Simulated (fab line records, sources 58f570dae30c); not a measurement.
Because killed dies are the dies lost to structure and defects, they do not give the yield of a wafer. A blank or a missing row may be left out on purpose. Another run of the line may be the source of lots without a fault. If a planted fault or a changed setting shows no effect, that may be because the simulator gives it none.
Which tool is to blame? :: flow berkeley_cmos170 :: 14 lots with 42 wafers sampled at 4 steps, on a route of 331 steps

WHAT THE GAUGES SHOWED, per wafer
UCB170_NSD_CD_MEAS_06 targets a cd of 1200 nm.
lot: L848
measured: day 6 11:22
on: cd_sem-01
cd_nm (nm): 1199.2 1198.5 1199.1

lot: L849
measured: day 7 01:16
on: cd_sem-01
cd_nm (nm): 1199.4 1197.5 1199.5

lot: L853
measured: day 7 07:58
on: cd_sem-01
cd_nm (nm): 1198.0 1199.0 1198.7

lot: L852
measured: day 7 08:06
on: cd_sem-01
cd_nm (nm): 1198.3 1200.4 1200.5

lot: L854
measured: day 7 21:33
on: cd_sem-01
cd_nm (nm): 1198.2 1197.1 1200.5

lot: L856
measured: day 8 04:42
on: cd_sem-02
cd_nm (nm): 1199.6 1198.7 1198.2

lot: L858
measured: day 8 07:16
on: cd_sem-02
cd_nm (nm): 1199.2 1198.8 1199.1

lot: L857
measured: day 8 07:32
on: cd_sem-02
cd_nm (nm): 1200.7 1199.1 1200.8

lot: L864
measured: day 10 00:34
on: cd_sem-01
cd_nm (nm): 1201.5 1201.9 1199.9

lot: L867
measured: day 10 00:50
on: cd_sem-02
cd_nm (nm): 1198.4 1196.6 1196.9

lot: L868
measured: day 11 00:54
on: cd_sem-02
cd_nm (nm): 1197.9 1198.0 1198.8

lot: L870
measured: day 11 01:08
on: cd_sem-01
cd_nm (nm): 1198.8 1199.8 1198.8

lot: L869
measured: day 11 01:38
on: cd_sem-02
cd_nm (nm): 1199.4 1198.5 1197.9

lot: L871
measured: day 11 12:35
on: cd_sem-01
cd_nm (nm): 1201.3 1199.7 1199.4

UCB170_M2_CD_MEAS_15 targets a cd of 700 nm.
lot: L848
measured: day 7 08:23
on: cd_sem-01
cd_nm (nm): 700.9 699.0 701.7

lot: L849
measured: day 7 20:59
on: cd_sem-01
cd_nm (nm): 701.6 701.7 699.2

lot: L853
measured: day 8 08:20
on: cd_sem-02
cd_nm (nm): 699.1 699.4 698.4

lot: L852
measured: day 8 08:05
on: cd_sem-01
cd_nm (nm): 702.1 701.6 700.8

lot: L854
measured: day 8 17:45
on: cd_sem-02
cd_nm (nm): 698.0 699.0 696.6

lot: L856
measured: day 9 01:43
on: cd_sem-01
cd_nm (nm): 697.7 697.7 697.7

lot: L858
measured: day 9 05:03
on: cd_sem-02
cd_nm (nm): 698.3 699.0 698.9

lot: L857
measured: day 9 05:18
on: cd_sem-02
cd_nm (nm): 698.1 696.6 697.4

lot: L864
measured: day 10 21:29
on: cd_sem-01
cd_nm (nm): - - -

lot: L867
measured: day 10 21:45
on: cd_sem-02
cd_nm (nm): - - -

lot: L868
measured: day 11 21:45
on: cd_sem-02
cd_nm (nm): 701.2 701.6 700.1

lot: L870
measured: day 11 21:10
on: cd_sem-01
cd_nm (nm): 701.7 700.9 700.1

lot: L869
measured: day 11 21:22
on: cd_sem-02
cd_nm (nm): 701.6 703.6 702.2

lot: L871
measured: day 12 10:43
on: cd_sem-02
cd_nm (nm): 700.9 699.8 700.1

WHAT TOOL EACH LOT RAN ON (gives the tool, then ch and the chambers of the sampled wafers, and finally the start)
lot: L848
UCB170_CONTACT_STRIP_06: plasma_asher-03 ch 0,1, day 6 18:03
UCB170_M2_PEB_13: litho_track-02 ch 0, day 7 08:08

lot: L849
UCB170_CONTACT_STRIP_06: plasma_asher-03 ch 0,1, day 7 06:10
UCB170_M2_PEB_13: litho_track-02 ch 0, day 7 20:43

lot: L853
UCB170_CONTACT_STRIP_06: plasma_asher-02 ch 0,1, day 7 14:15
UCB170_M2_PEB_13: litho_track-02 ch 0, day 8 08:04

lot: L852
UCB170_CONTACT_STRIP_06: plasma_asher-03 ch 0,1, day 7 14:25
UCB170_M2_PEB_13: litho_track-02 ch 0, day 8 07:49

lot: L854
UCB170_CONTACT_STRIP_06: plasma_asher-03 ch 0,1, day 8 02:26
UCB170_M2_PEB_13: litho_track-02 ch 0, day 8 17:28

lot: L856
UCB170_CONTACT_STRIP_06: plasma_asher-02 ch 0,1, day 8 10:56
UCB170_M2_PEB_13: litho_track-02 ch 0, day 9 01:26

lot: L858
UCB170_CONTACT_STRIP_06: plasma_asher-03 ch 0,1, day 8 15:59
UCB170_M2_PEB_13: litho_track-01 ch 0, day 9 04:47

lot: L857
UCB170_CONTACT_STRIP_06: plasma_asher-01 ch 0,1, day 8 15:55
UCB170_M2_PEB_13: litho_track-02 ch 0, day 9 05:01

lot: L864
UCB170_CONTACT_STRIP_06: plasma_asher-02 ch 0,1, day 10 06:52
UCB170_M2_PEB_13: litho_track-02, day 10 21:12

lot: L867
UCB170_CONTACT_STRIP_06: plasma_asher-01 ch 0,1, day 10 06:52
UCB170_M2_PEB_13: litho_track-02, day 10 21:29

lot: L868
UCB170_CONTACT_STRIP_06: plasma_asher-02 ch 0,1, day 11 07:53
UCB170_M2_PEB_13: litho_track-03 ch 0, day 11 21:29

lot: L870
UCB170_CONTACT_STRIP_06: plasma_asher-01 ch 0,1, day 11 08:53
UCB170_M2_PEB_13: litho_track-01 ch 0, day 11 20:54

lot: L869
UCB170_CONTACT_STRIP_06: plasma_asher-03 ch 0,1, day 11 09:04
UCB170_M2_PEB_13: litho_track-02 ch 0, day 11 21:07

lot: L871
UCB170_CONTACT_STRIP_06: plasma_asher-03 ch 0,1, day 11 17:53
UCB170_M2_PEB_13: litho_track-01 ch 0, day 12 10:26
- UCB170_CONTACT_STRIP_06: strips in O2.
- UCB170_M2_PEB_13

WHAT THE TOOLS THEMSELVES READ (means of the sampled wafers that have a number; where no wafer has one, the mark that the record gives instead)
UCB170_CONTACT_STRIP_06.
lot: L848
tool: plasma_asher-03
drypump_motor_current_A (A): 5.4
o2_flow_sccm (sccm): 400.1
oes_product_au (a.u.): 0.734
strip_time_to_endpoint_s (s): 22.01

lot: L849
tool: plasma_asher-03
drypump_motor_current_A (A): 5.4
o2_flow_sccm (sccm): 400.3
oes_product_au (a.u.): 0.734
strip_time_to_endpoint_s (s): 21.93

lot: L853
tool: plasma_asher-02
drypump_motor_current_A (A): 5.7
o2_flow_sccm (sccm): 401.1
oes_product_au (a.u.): 0.737
strip_time_to_endpoint_s (s): 21.96

lot: L852
tool: plasma_asher-03
drypump_motor_current_A (A): 5.5
o2_flow_sccm (sccm): 400.8
oes_product_au (a.u.): 0.735
strip_time_to_endpoint_s (s): 22.02

lot: L854
tool: plasma_asher-03
drypump_motor_current_A (A): 5.5
o2_flow_sccm (sccm): 400.7
oes_product_au (a.u.): 0.736
strip_time_to_endpoint_s (s): 21.99

lot: L856
tool: plasma_asher-02
drypump_motor_current_A (A): 5.7
o2_flow_sccm (sccm): 399.7
oes_product_au (a.u.): 0.732
strip_time_to_endpoint_s (s): 21.92

lot: L858
tool: plasma_asher-03
drypump_motor_current_A (A): 5.4
o2_flow_sccm (sccm): 399.4
oes_product_au (a.u.): 0.739
strip_time_to_endpoint_s (s): 21.98

lot: L857
tool: plasma_asher-01
drypump_motor_current_A (A): 5.7
o2_flow_sccm (sccm): 398.5
oes_product_au (a.u.): 0.737
strip_time_to_endpoint_s (s): 21.91

lot: L864
tool: plasma_asher-02
drypump_motor_current_A (A): 5.7
o2_flow_sccm (sccm): 400.8
oes_product_au (a.u.): 0.734
strip_time_to_endpoint_s (s): 21.96

lot: L867
tool: plasma_asher-01
drypump_motor_current_A (A): 5.7
o2_flow_sccm (sccm): 400.4
oes_product_au (a.u.): 0.733
strip_time_to_endpoint_s (s): 21.93

lot: L868
tool: plasma_asher-02
drypump_motor_current_A (A): 5.7
o2_flow_sccm (sccm): 400.5
oes_product_au (a.u.): 0.734
strip_time_to_endpoint_s (s): 22.01

lot: L870
tool: plasma_asher-01
drypump_motor_current_A (A): 5.7
o2_flow_sccm (sccm): 399.8
oes_product_au (a.u.): 0.738
strip_time_to_endpoint_s (s): 21.99

lot: L869
tool: plasma_asher-03
drypump_motor_current_A (A): 5.5
o2_flow_sccm (sccm): 399.7
oes_product_au (a.u.): 0.738
strip_time_to_endpoint_s (s): 21.97

lot: L871
tool: plasma_asher-03
drypump_motor_current_A (A): 5.4
o2_flow_sccm (sccm): 400.0
oes_product_au (a.u.): 0.738
strip_time_to_endpoint_s (s): 21.99

UCB170_M2_PEB_13.
lot: L848
tool: litho_track-02
chill_plate_temp_C (C): 22.99
exhaust_pa (Pa): 45.4
plate_temp_C (C): 130.15
resist_line_temp_C (C): 23.05

lot: L849
tool: litho_track-02
chill_plate_temp_C (C): 22.86
exhaust_pa (Pa): 45.6
plate_temp_C (C): 130.18
resist_line_temp_C (C): 23.05

lot: L853
tool: litho_track-02
chill_plate_temp_C (C): 22.99
exhaust_pa (Pa): 44.8
plate_temp_C (C): 130.02
resist_line_temp_C (C): 23.05

lot: L852
tool: litho_track-02
chill_plate_temp_C (C): 22.97
exhaust_pa (Pa): 45.6
plate_temp_C (C): 130.01
resist_line_temp_C (C): 23.12

lot: L854
tool: litho_track-02
chill_plate_temp_C (C): 22.97
exhaust_pa (Pa): 44.5
plate_temp_C (C): 130.11
resist_line_temp_C (C): 22.86

lot: L856
tool: litho_track-02
chill_plate_temp_C (C): 23.16
exhaust_pa (Pa): 45.6
plate_temp_C (C): 129.88
resist_line_temp_C (C): 23.03

lot: L858
tool: litho_track-01
chill_plate_temp_C (C): 23.02
exhaust_pa (Pa): 45.9
plate_temp_C (C): 129.90
resist_line_temp_C (C): 23.06

lot: L857
tool: litho_track-02
chill_plate_temp_C (C): 23.06
exhaust_pa (Pa): 44.3
plate_temp_C (C): 130.20
resist_line_temp_C (C): 23.07

lot: L864
tool: litho_track-02
chill_plate_temp_C (C): -
exhaust_pa (Pa): -
plate_temp_C (C): -
resist_line_temp_C (C): -

lot: L867
tool: litho_track-02
chill_plate_temp_C (C): -
exhaust_pa (Pa): -
plate_temp_C (C): -
resist_line_temp_C (C): -

lot: L868
tool: litho_track-03
chill_plate_temp_C (C): 23.02
exhaust_pa (Pa): 45.5
plate_temp_C (C): 129.96
resist_line_temp_C (C): 22.81

lot: L870
tool: litho_track-01
chill_plate_temp_C (C): 23.01
exhaust_pa (Pa): 45.9
plate_temp_C (C): 130.21
resist_line_temp_C (C): 22.89

lot: L869
tool: litho_track-02
chill_plate_temp_C (C): 23.20
exhaust_pa (Pa): 44.6
plate_temp_C (C): 130.01
resist_line_temp_C (C): 22.83

lot: L871
tool: litho_track-01
chill_plate_temp_C (C): 22.94
exhaust_pa (Pa): 45.1
plate_temp_C (C): 129.97
resist_line_temp_C (C): 23.02

THE ANSWER, worked out from the rows above alone
Rule: what is usual is taken from the lots themselves. The widest of any qualifying gaps counts: lots, ordered by their means at a reading, are off when they make up no more than a third of the lots, leave a main group of 4 or more, and stand apart from it by 3 or more times the standard deviation of that group's means. Not used: any main group whose means are identical at the precision the tables above print for the reading. A lot without any number at a reading at which 4 lots or more have one is off too. Where the step has rows for the other lots, those lots are counted as sound. The gauges are gone through in route order, then the tools' own readings, and for those a lot's mean is taken as printed above. The first step at which some lot is off is used, and at that step the reading that is off furthest; a lot without a number counts as furthest.
Off: L864, L867 (UCB170_M2_CD_MEAS_15, cd_nm). Without a number there: L864, L867. Main group: mean 699.8 nm, sd 1.6.
A tool fits if, at a process step before that reading, it ran every lot that is off, and no sound lot after the first of them. Not tried: the gauges at UCB170_M2_CD_MEAS_15; whatever is off there is also off at UCB170_M2_PEB_13, on other tools, and gauge error can't account for it. No candidate that was tried fits.

WHAT WAS PUT IN BY THE SIMULATOR
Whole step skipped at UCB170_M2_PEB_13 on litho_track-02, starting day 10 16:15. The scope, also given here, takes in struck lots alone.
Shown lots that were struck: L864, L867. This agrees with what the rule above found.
